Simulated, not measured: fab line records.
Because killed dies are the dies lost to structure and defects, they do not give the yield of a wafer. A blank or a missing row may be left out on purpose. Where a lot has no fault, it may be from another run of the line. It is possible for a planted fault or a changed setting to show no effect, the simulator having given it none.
fab line records	flow rit-cmos
record: lots: 6	wafers: 18	last-day: 6
route steps=202 shown CONTACT@178 M1@184
lots untouched by any fault: they come from a run of this same line in which no faults occurred
start-h: start of the lot's first displayed wafer, in hours after the record's first day	wait-h: time in hours since the lot's previous step	" identical to the entry in the row above	L1.1+2: several wafers, shown together as one row	- no value present, or no start provided	* or withheld: withheld	< > ~ a bound
route shown NAME@n: a module of which the file shows steps, and the number in the route of the first	usual: average and standard deviation across the fault-free wafers	same: alike in all rows	chamber/n: place in a boat	sites: per-site readings	_std_site: their standard deviation	_edge_site: the outer-site mean with the inner-site mean subtracted	radius-mm: how far each site lies from the wafer's centre	mask NAME#n: copy n	behind: the most recent tool/chamber to have shaped the wafer	hold: cause of the lot's hold/its duration in hours/its outcome	device: the transistor (n, p or np) that didn't switch	end of line: tests of these same wafers at the route's end	step lacking rows: just its recipe	killed: not the wafer's yield, but the dies lost to structure and defects at the first sort	map: dies across one wafer; x = killed, . = not, _ = none there
set.NAME: the run value of the setting; set.NAME@STEP: its run value at that earlier step	model.NAME: the simulator's own value behind a step, which no gauge read
lots seen at some steps along the route; tables by step, rows by wafer
services: a tool's chamber out of use, with start hour (start-h, from the record's first day; less than 0 if before it), hours out, and reason
== steps ==
step: RIT_CONTACT_HARDBAKE_10
recipe: resist: NOVOLAK	temp-c: 140	time-s: 60
step: RIT_CONTACT_ETCH_11
recipe: target-depth-a: 4800	over-etch-frac: 0.2	stop-on: TiSi2	chemistry: CHF3/CF4/Ar	target: SiO2	CHF3_flow_sccm: 50	cf4-flow-sccm: 10	Ar_flow_sccm: 100	O2_flow_sccm: 5	pressure-mtorr: 100	rf-w: 200	time-s: 320
usual: chamber-pressure-mTorr: 100.00/0.094	drypump-motor-current-A: 5.5/0.47	mfc-ar-sccm: 99.98/0.3	oes-product-au: 0.991/0.01	throttle-valve-pct: 8.87/0.13
lot.wafer	tool	chamber	start-h	wait-h	chamber-pressure-mTorr	drypump-motor-current-A	mfc-ar-sccm	oes-product-au	rf-hours-counter-h	throttle-valve-pct
L621.1	rie-diel-03	1	67.65	0.1	99.86	5.3	99.92	0.987	19	9.01
L621.3	"	0	"	"	99.93	6.0	100.09	0.977	43	8.93
L621.6	"	1	"	"	100.16	5.3	100.39	0.995	-	9.02
L622.2	rie-diel-01	1	74.72	0.1	100.05	5.2	100.30	0.982	151	8.82
L622.4	"	0	"	"	99.97	4.7	99.85	1.017	162	9.06
L622.5	"	0	"	"	99.96	4.7	100.48	1.004	-	9.05
L628.2	rie-diel-03	1	109.22	0.1	100.02	5.3	99.66	0.986	20	9.01
L628.4	"	1	"	"	99.99	5.3	99.75	0.990	-	9.00
L628.6	"	2	"	"	99.84	5.6	99.68	0.990	-	8.86
L632.1	rie-diel-03	1	128.18	0.1	99.96	5.3	99.76	0.995	20	9.02
L632.2	"	2	"	"	100.28	5.6	99.81	0.991	4	8.84
L632.3	"	0	"	"	99.89	6.0	100.54	0.978	44	8.93
L636.2	rie-diel-01	2	144.35	0.1	99.98	5.7	100.07	0.995	8	8.71
L636.3	"	1	"	"	100.12	5.2	100.18	0.976	153	8.81
L636.6	"	1	"	"	100.00	5.2	100.00	0.983	-	8.82
L637.1	rie-diel-03	2	149.67	0.1	99.97	5.6	100.58	0.992	4	8.88
L637.3	"	1	"	"	100.12	5.3	100.29	1.000	21	9.01
L637.6	"	2	"	"	100.04	5.6	100.25	0.993	-	8.87
step: RIT_CONTACT_STRIP_12
recipe: chemistry: O2	time-s: 180	resist: NOVOLAK	platen-temp-c: withheld	power-w: 500	pressure-mtorr: 4000	o2-flow-sccm: 4000
usual: chamber-pressure-mTorr: 4000/3.7	drypump-motor-current-A: 5.70/0.3
lot.wafer	tool	chamber	start-h	wait-h	chamber-pressure-mTorr	drypump-motor-current-A	rf-hours-counter-h
L621.1	plasma-asher-04	1	67.85	0.1	4005	6.22	42
L621.3	"	0	"	"	3999	5.77	-
L621.6	"	1	"	"	3998	6.22	-
L622.2	plasma-asher-02	0	74.92	0.1	4001	5.85	45
L622.4	"	1	"	"	3997	5.87	-
L622.5	"	0	"	"	4001	5.85	-
L628.2	plasma-asher-02	1	109.41	0.1	4007	5.88	48
L628.4	"	0	"	"	4012	5.84	-
L628.6	"	1	"	"	4004	5.88	-
L632.1	plasma-asher-03	1	128.38	0.1	4005	5.17	47
L632.2	"	0	"	"	3999	5.53	47
L632.3	"	1	"	"	4004	5.19	-
L636.2	plasma-asher-02	0	144.55	0.1	3998	5.89	53
L636.3	"	0	"	"	4001	5.87	-
L636.6	"	1	"	"	3998	5.89	-
L637.1	plasma-asher-02	1	149.86	0.1	3999	5.87	54
L637.3	"	0	"	"	4002	5.83	-
L637.6	"	0	"	"	4002	5.84	-
step: RIT_CONTACT_CD_MEAS_90
recipe: target-cd-nm: 1000
usual: cd-nm: 1000.2/2.1
lot.wafer	tool	chamber	start-h	wait-h	cd-nm
L621.1	cd-sem-01	-	68.02	0.1	1001.1
L621.3	"	-	"	"	998.5
L621.6	"	-	"	"	998.5
L622.2	cd-sem-01	-	75.11	0.1	1001.4
L622.4	"	-	"	"	998.2
L622.5	"	-	"	"	997.1
L628.2	cd-sem-01	-	109.61	0.1	1001.4
L628.4	"	-	"	"	1000.6
L628.6	"	-	"	"	1003.0
L632.1	cd-sem-01	-	128.55	0.1	999.1
L632.2	"	-	"	"	997.8
L632.3	"	-	"	"	999.5
L636.2	cd-sem-01	-	144.74	0.1	1003.8
L636.3	"	-	"	"	1003.8
L636.6	"	-	"	"	1002.1
L637.1	cd-sem-02	-	150.04	0.1	1000.7
L637.3	"	-	"	"	999.6
L637.6	"	-	"	"	1000.3
step: RIT_CONTACT_CLEAN_13
recipe: chemistry: SC1	mix: 3:3:50	time-s: 600	temp-c: 75
step: RIT_CONTACT_CLEAN_14
recipe: chemistry: SC2	mix: 3:3:50	time-s: 600	temp-c: 75	dry: n2-spin
step: RIT_M1_SPUTTER_00
recipe: material: Al	target-thk-nm: 400	power-w: 2000	chamber-pressure-pa: 0.4	gas: Ar	time-s: 500	substrate-temp-c: 25
usual: throttle-valve-pct: 29.9/0.69
lot.wafer	tool	chamber	start-h	wait-h	throttle-valve-pct
L621.1	pvd-sputter-03	-	68.49	0.0	30.3
L621.3	"	-	"	"	31.2
L621.6	"	-	"	"	31.2
L622.2	pvd-sputter-01	-	75.56	0.0	28.7
L622.4	"	-	"	"	29.9
L622.5	"	-	"	"	28.9
L628.2	pvd-sputter-04	-	110.06	0.0	28.1
L628.4	"	-	"	"	30.0
L628.6	"	-	"	"	29.9
L632.1	pvd-sputter-04	-	129.02	0.0	29.5
L632.2	"	-	"	"	29.9
L632.3	"	-	"	"	30.2
L636.2	pvd-sputter-01	-	145.19	0.0	28.5
L636.3	"	-	"	"	29.9
L636.6	"	-	"	"	29.4
L637.1	pvd-sputter-03	-	150.51	0.0	30.2
L637.3	"	-	"	"	30.0
L637.6	"	-	"	"	29.9
step: RIT_M1_RS_MEAS_01
recipe: thk-meas-gauge: four-point-probe	reads: Al_of_M1_SPUTTER_00
usual: M1_AL_RS: 0.0732/0.00077
lot.wafer	tool	chamber	start-h	wait-h	M1_AL_RS[ohm/sq]
L621.1	film-metro-02	-	68.79	0.1	0.0733
L621.3	"	-	"	"	0.0730
L621.6	"	-	"	"	0.0722
L622.2	film-metro-04	-	75.88	0.2	0.0733
L622.4	"	-	"	"	0.0738
L622.5	"	-	"	"	0.0735
L628.2	film-metro-04	-	110.37	0.2	0.0755
L628.4	"	-	"	"	0.0749
L628.6	"	-	"	"	0.0744
L632.1	film-metro-02	-	129.35	0.2	0.0726
L632.2	"	-	"	"	0.0726
L632.3	"	-	"	"	0.0715
L636.2	film-metro-04	-	145.51	0.2	0.0720
L636.3	"	-	"	"	0.0724
L636.6	"	-	"	"	0.0733
L637.1	film-metro-02	-	150.80	0.1	0.0739
L637.3	"	-	"	"	0.0729
L637.6	"	-	"	"	0.0737
step: RIT_M1_THK_MEAS_02
recipe: thk-meas-gauge: xrf	reads: Al_of_M1_SPUTTER_00
usual: M1_AL_THK: 402/4.7
lot.wafer	tool	chamber	start-h	wait-h	M1_AL_THK[nm]
L621.1	film-metro-02	-	68.91	0.1	401
L621.3	"	-	"	"	403
L621.6	"	-	"	"	407
L622.2	film-metro-04	-	75.99	0.1	403
L622.4	"	-	"	"	398
L622.5	"	-	"	"	401
L628.2	film-metro-04	-	110.48	0.1	387
L628.4	"	-	"	"	393
L628.6	"	-	"	"	399
L632.1	film-metro-02	-	129.47	0.1	404
L632.2	"	-	"	"	404
L632.3	"	-	"	"	407
L636.2	film-metro-04	-	145.62	0.1	414
L636.3	"	-	"	"	411
L636.6	"	-	"	"	406
L637.1	film-metro-02	-	150.92	0.1	397
L637.3	"	-	"	"	400
L637.6	"	-	"	"	400
step: RIT_M1_HMDS_03
recipe: prime-time-s: 60	prime-temp-c: 140
step: RIT_M1_COAT_04
recipe: resist: NOVOLAK	spin-rpm: 2000	resist-thk-nm: 1300
step: RIT_M1_SOFTBAKE_05
recipe: resist: NOVOLAK	temp-c: 90	time-s: 60
step: RIT_M1_EXPOSE_06
recipe: mask-id: M12	na: 0.6	source-shape: conventional	sigma-outer: 0.5	target-cd-nm: 2600	dose-mj: 250
usual: focus-offset-nm: 0.1/0.6
lot.wafer	tool	chamber	start-h	wait-h	mask	focus-offset-nm	model.M1.overlay-x-nm
L621.1	iline-stepper-02	0	69.54	0.2	M12#0	-0.1	0.6093
L621.3	"	0	"	"	M12#0	-0.6	0.6093
L621.6	"	0	"	"	M12#0	-0.3	0.6093
L622.2	iline-stepper-01	0	76.63	0.2	M12#0	-0.2	0.3006
L622.4	"	0	"	"	M12#0	0.2	0.3006
L622.5	"	0	"	"	M12#0	1.0	0.3006
L628.2	iline-stepper-02	0	111.13	0.2	M12#0	-0.9	305.4
L628.4	"	0	"	"	M12#0	0.2	305.4
L628.6	"	0	"	"	M12#0	-1.0	305.4
L632.1	iline-stepper-02	0	130.11	0.2	M12#0	1.4	304.6
L632.2	"	0	"	"	M12#0	0.8	304.6
L632.3	"	0	"	"	M12#0	0.3	304.6
L636.2	iline-stepper-01	0	146.14	0.1	M12#0	0.3	3.004
L636.3	"	0	"	"	M12#0	1.1	3.004
L636.6	"	0	"	"	M12#0	0.0	3.004
L637.1	iline-stepper-01	0	151.43	0.1	M12#0	0.0	-1.051
L637.3	"	0	"	"	M12#0	-0.3	-1.051
L637.6	"	0	"	"	M12#0	0.5	-1.051
step: RIT_M1_PEB_07
recipe: resist: NOVOLAK	temp-c: withheld	time-s: withheld
step: RIT_M1_DEVELOP_08
recipe: resist: NOVOLAK	develop-time-s: 68	dev-temp-c: 23
step: RIT_M1_CD_MEAS_09
recipe: target-cd-nm: 2600
usual: cd-nm: 2599.4/2.2
lot.wafer	tool	chamber	start-h	wait-h	cd-nm
L621.1	cd-sem-02	-	69.97	-	2599.3
L621.3	"	-	"	"	2596.6
L621.6	"	-	"	"	2596.9
L622.2	cd-sem-02	-	77.06	-	2599.3
L622.4	"	-	"	"	2598.2
L622.5	"	-	"	"	2600.0
L628.2	cd-sem-02	-	111.56	-	2601.6
L628.4	"	-	"	"	2598.5
L628.6	"	-	"	"	2601.0
L632.1	cd-sem-01	-	130.54	-	2600.8
L632.2	"	-	"	"	2598.5
L632.3	"	-	"	"	2598.1
L636.2	cd-sem-02	-	146.57	-	2601.4
L636.3	"	-	"	"	2600.3
L636.6	"	-	"	"	2600.2
L637.1	cd-sem-02	-	151.86	-	2599.7
L637.3	"	-	"	"	2599.3
L637.6	"	-	"	"	2599.7
step: RIT_M1_OVL_MEAS_10
usual: M1_OVL: 0.8/1.7
lot.wafer	tool	chamber	start-h	wait-h	M1_OVL[nm]
L621.1	overlay-01	-	70.11	0.1	-0.5
L621.3	"	-	"	"	0.7
L621.6	"	-	"	"	-1.0
L622.2	overlay-01	-	77.17	0.1	1.6
L622.4	"	-	"	"	2.0
L622.5	"	-	"	"	1.5
L628.2	overlay-02	-	111.66	0.1	306.2
L628.4	"	-	"	"	305.7
L628.6	"	-	"	"	305.1
L632.1	overlay-01	-	130.66	0.1	304.1
L632.2	"	-	"	"	304.9
L632.3	"	-	"	"	303.7
L636.2	overlay-01	-	146.68	0.1	2.3
L636.3	"	-	"	"	2.7
L636.6	"	-	"	"	1.9
L637.1	overlay-02	-	151.98	0.1	-0.4
L637.3	"	-	"	"	2.4
L637.6	"	-	"	"	-0.2
step: RIT_M1_HARDBAKE_11
recipe: resist: NOVOLAK	temp-c: 140	time-s: 120
step: RIT_M1_PROBE_99
usual: defect-limited-yield: 97.4/1.1	killed-at-contacts: 0.1/0.3	killed-at-front-end: 6.9/2.9	killed-dies: 7.0/2.9	killed-open: 3.3/2	killed-short: 3.7/2	sort_bin_3_pad_short: 0.1/0.22	sort_bin_5_function: 1.5/0.81	sort_bin_6_memory: 1.0/0.64	sort-n-pass: 257.0/2.9	sort-yield-pct: 97.4/1.1
same: gross-dies: 264	killed_at_M0_to_M3: 0	killed_at_M4_up: 0	killed-at-back-side: 0	killed-at-other: 0
lot.wafer	tool	chamber	start-h	wait-h	defect-limited-yield[%]	killed-at-contacts	killed-at-front-end	killed-dies	killed-open	killed-short	sort_bin_3_pad_short[%]	sort_bin_5_function[%]	sort_bin_6_memory[%]	sort-n-pass	sort-yield-pct[%]	model.etest.nmos_0p15.junction-log10-a-um	model.etest.nmos-narrow.off-log10-a-um	model.etest.gate-end-array.leak-log10-a-um	model.etest.nmos_0p3.off-log10-a-um	model.etest.pmos_0p15.junction-log10-a-um	model.etest.contact-diode-array.leak-log10-a	model.etest.pmos_0p3.off-log10-a-um	model.etest.pmos-narrow.off-log10-a-um
L621.1	prober-02	-	72.64	0.1	97.7	0	6	6	4	2	0	1.5	0.8	258.0	97.7	-13.52	-13.36	-12.87	-13.04	-13.72	-9.289	-13.09	-12.85
L621.3	prober-02	-	72.74	0.2	97.3	0	7	7	7	0	0	1.5	1.1	257.0	97.3	-13.5	-13.39	-13.04	-13.16	-13.92	-9.663	-12.86	-12.82
L621.6	prober-02	-	72.89	0.2	95.5	0	12	12	7	5	0.4	2.3	1.9	252.0	95.5	-13.48	-13.27	-13.17	-13.21	-13.83	-9.657	-12.8	-12.73
L622.2	prober-01	-	79.93	0.1	97.3	0	7	7	2	5	0.4	0.8	1.5	257.0	97.3	-13.62	-13.24	-12.88	-13.08	-13.65	-9.239	-12.81	-12.67
L622.4	prober-01	-	80.03	0.2	97.3	0	7	7	4	3	0	1.9	0.8	257.0	97.3	-13.5	-13.2	-12.97	-13.1	-13.84	-9.378	-12.94	-12.72
L622.5	prober-01	-	80.08	0.2	97.0	0	8	8	3	5	0	1.9	1.1	256.0	97.0	-13.61	-13.21	-12.8	-13.01	-13.75	-9.807	-12.86	-12.73
L628.2	prober-02	-	114.57	0.1	94.3	0	15	15	7	8	0.4	3.4	1.9	249.0	94.3	-10.75	-10.75	-10.47	-10.75	-11.75	-7.458	-11.73	-11.73
L628.4	prober-02	-	114.67	0.2	95.1	0	13	13	5	8	0.4	2.7	1.9	251.0	95.1	-11.05	-11.05	-10.92	-11.05	-12.05	-7.75	-12.01	-11.99
L628.6	prober-02	-	114.77	0.2	96.6	0	9	9	4	5	0	2.7	0.8	255.0	96.6	-11	-11	-10.8	-11	-12	-7.712	-11.96	-11.96
L632.1	prober-02	-	133.21	0.1	98.5	0	4	4	2	2	0	0.8	0.8	260.0	98.5	-11	-10.99	-10.79	-10.99	-11.99	-7.492	-11.94	-11.92
L632.2	prober-02	-	133.26	0.1	98.1	0	5	5	3	2	0	1.9	0	259.0	98.1	-10.75	-10.75	-10.58	-10.75	-11.75	-7.433	-11.72	-11.7
L632.3	prober-02	-	133.31	0.2	97.3	1	6	7	3	4	0	2.3	0.4	257.0	97.3	-10.95	-10.94	-10.75	-10.94	-11.94	-7.737	-11.88	-11.87
L636.2	prober-02	-	149.38	0.1	97.3	0	7	7	2	5	0	1.9	0.8	257.0	97.3	-13.59	-13.26	-12.93	-13.16	-13.64	-9.589	-12.62	-12.65
L636.3	prober-02	-	149.43	0.2	97.7	0	6	6	1	5	0.4	1.9	0	258.0	97.7	-13.46	-13.21	-12.9	-13.07	-13.7	-9.649	-12.92	-12.83
L636.6	prober-02	-	149.58	0.2	97.3	0	7	7	4	3	0.4	1.1	1.1	257.0	97.3	-13.51	-13.1	-12.92	-13.12	-13.75	-9.482	-12.77	-12.65
L637.1	prober-01	-	154.54	0.1	97.3	1	6	7	3	4	0	1.9	0.8	257.0	97.3	-13.59	-13.16	-12.77	-12.99	-13.95	-9.387	-12.82	-12.77
L637.3	prober-01	-	154.64	0.2	97.3	0	7	7	3	4	0	1.1	1.5	257.0	97.3	-13.73	-13.26	-12.95	-13.11	-13.72	-9.403	-12.93	-12.8
L637.6	prober-01	-	154.79	0.2	98.1	1	4	5	2	3	0	0.8	1.1	259.0	98.1	-13.43	-13.21	-12.88	-13.01	-13.9	-9.602	-12.81	-12.85
killed by level:class
L621.1 FOX1:geometric-particle:short=2 GATE:geometric-particle:open=2 FOX1:geometric-particle:open=1 SPACER:geometric-particle:open=1
L621.3 GATE:geometric-particle:open=4 FOX2:geometric-particle:open=2 SILICIDE:geometric-particle:open=1
L621.6 REOX:geometric-particle:open=3 GATE:geometric-particle:short=2 SPACER:geometric-particle:open=2 FOX1:geometric-particle:open=1 FOX2:geometric-particle:short=1 SPACER:geometric-particle:short=1 SILICIDE:geometric-particle:open=1 SILICIDE:geometric-particle:short=1
L622.2 FOX2:geometric-particle:short=3 SILICIDE:geometric-particle:short=2 GATE:geometric-particle:open=1 REOX:geometric-particle:open=1
L622.4 FOX2:geometric-particle:open=2 FOX1:geometric-particle:short=1 GATE:geometric-particle:open=1 GATE:geometric-particle:short=1 SPACER:geometric-particle:short=1 SILICIDE:geometric-particle:open=1
L622.5 FOX2:geometric-particle:short=3 FOX1:geometric-particle:open=1 GATE:geometric-particle:open=1 REOX:geometric-particle:short=1 SPACER:geometric-particle:short=1 SPACER:geometric-particle:open=1
L628.2 GATE:geometric-particle:open=4 SPACER:geometric-particle:short=3 FOX1:geometric-particle:short=2 SPACER:geometric-particle:open=2 GATE:geometric-particle:short=1 SILICIDE:geometric-particle:short=1 STARTING-WAFER:geometric-particle:open=1 STARTING-WAFER:geometric-particle:short=1
L628.4 GATE:geometric-particle:short=4 GATE:geometric-particle:open=3 SPACER:geometric-particle:short=2 FOX1:geometric-particle:open=1 FOX2:geometric-particle:open=1 REOX:geometric-particle:short=1 SILICIDE:geometric-particle:short=1
L628.6 FOX1:geometric-particle:short=3 SPACER:geometric-particle:open=2 FOX1:geometric-particle:open=1 GATE:geometric-particle:short=1 GATE:geometric-particle:open=1 SPACER:geometric-particle:short=1
L632.1 FOX1:geometric-particle:short=1 FOX1:geometric-particle:open=1 FOX2:geometric-particle:short=1 SPACER:geometric-particle:open=1
L632.2 GATE:geometric-particle:short=2 GATE:geometric-particle:open=2 SPACER:geometric-particle:open=1
L632.3 FOX2:geometric-particle:open=2 FOX1:geometric-particle:short=1 FOX2:geometric-particle:short=1 GATE:geometric-particle:open=1 REOX:geometric-particle:short=1 CONTACT:geometric-particle:short=1
L636.2 SILICIDE:geometric-particle:short=3 SPACER:geometric-particle:short=2 SPACER:geometric-particle:open=1 SILICIDE:geometric-particle:open=1
L636.3 SILICIDE:geometric-particle:short=3 FOX1:geometric-particle:short=1 FOX1:geometric-particle:open=1 FOX2:geometric-particle:short=1
L636.6 ACTIVE:geometric-particle:short=1 FOX1:geometric-particle:open=1 FOX1:geometric-particle:short=1 FOX2:geometric-particle:open=1 GATE:geometric-particle:short=1 GATE:geometric-particle:open=1 SPACER:geometric-particle:open=1
L637.1 GATE:geometric-particle:short=2 SPACER:geometric-particle:open=2 FOX1:geometric-particle:short=1 GATE:geometric-particle:open=1 CONTACT:geometric-particle:short=1
L637.3 GATE:geometric-particle:short=3 FOX1:geometric-particle:short=1 GATE:geometric-particle:open=1 SPACER:geometric-particle:open=1 SILICIDE:geometric-particle:open=1
L637.6 GATE:geometric-particle:open=2 GATE:geometric-particle:short=2 CONTACT:geometric-particle:short=1
== services ==
tool	chamber	start-h	hours	kind
plasma-asher-04	-	43.96	1.8	repair
plasma-asher-02	-	46.64	0.4	repair
rie-diel-01	-	57.16	2.8	pm
rie-diel-03	3	90.54	-	clean
rie-diel-03	3	90.54	23.7	scheduled-down
rie-diel-03	3	90.54	23.7	vent-cycle
rie-diel-03	-	94.00	14.6	pm
rie-diel-01	0	94.53	-	clean
rie-diel-01	0	94.53	21.7	scheduled-down
rie-diel-01	0	94.53	21.7	vent-cycle
plasma-asher-04	-	100.62	2.8	pm
plasma-asher-02	-	103.31	2.4	repair
plasma-asher-04	-	108.75	9.0	pm
plasma-asher-04	0	108.75	9.0	vent-cycle
plasma-asher-04	1	108.75	9.0	vent-cycle
iline-stepper-01	-	114.52	2.6	repair
plasma-asher-04	0	117.75	-	clean
plasma-asher-04	1	117.75	-	clean
iline-stepper-01	-	126.48	1.7	pm
plasma-asher-04	-	126.64	2.2	repair
rie-diel-01	3	134.77	19.6	repair
rie-diel-01	2	146.90	9.8	repair
== key ==
first-sign: step: RIT_M1_OVL_MEAS_10	reading: M1_OVL	direction: up	sigmas: 99+	usual: 0.8	struck: 305.0
effect none on later readings
model-effect: step: RIT_M1_EXPOSE_06	value: M1.overlay-x-nm	without: -0.06246	struck: 305
model-effect: step: RIT_M1_PROBE_99	value: etest.nmos_0p15.junction-log10-a-um	without: -13.51	struck: -10.92
met-at RIT_M1_EXPOSE_06
struck-wafers L628.2,L628.4,L628.6,L632.1,L632.2,L632.3
onset-between 69.54 111.13
also-fits RIT_M1_SPUTTER_00:pvd-sputter-04
fault: kind: scanner-matching-overlay	tool: iline-stepper-02	chamber: -	onset-h: 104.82	steps: RIT_M1_EXPOSE_06	offset: 305.08
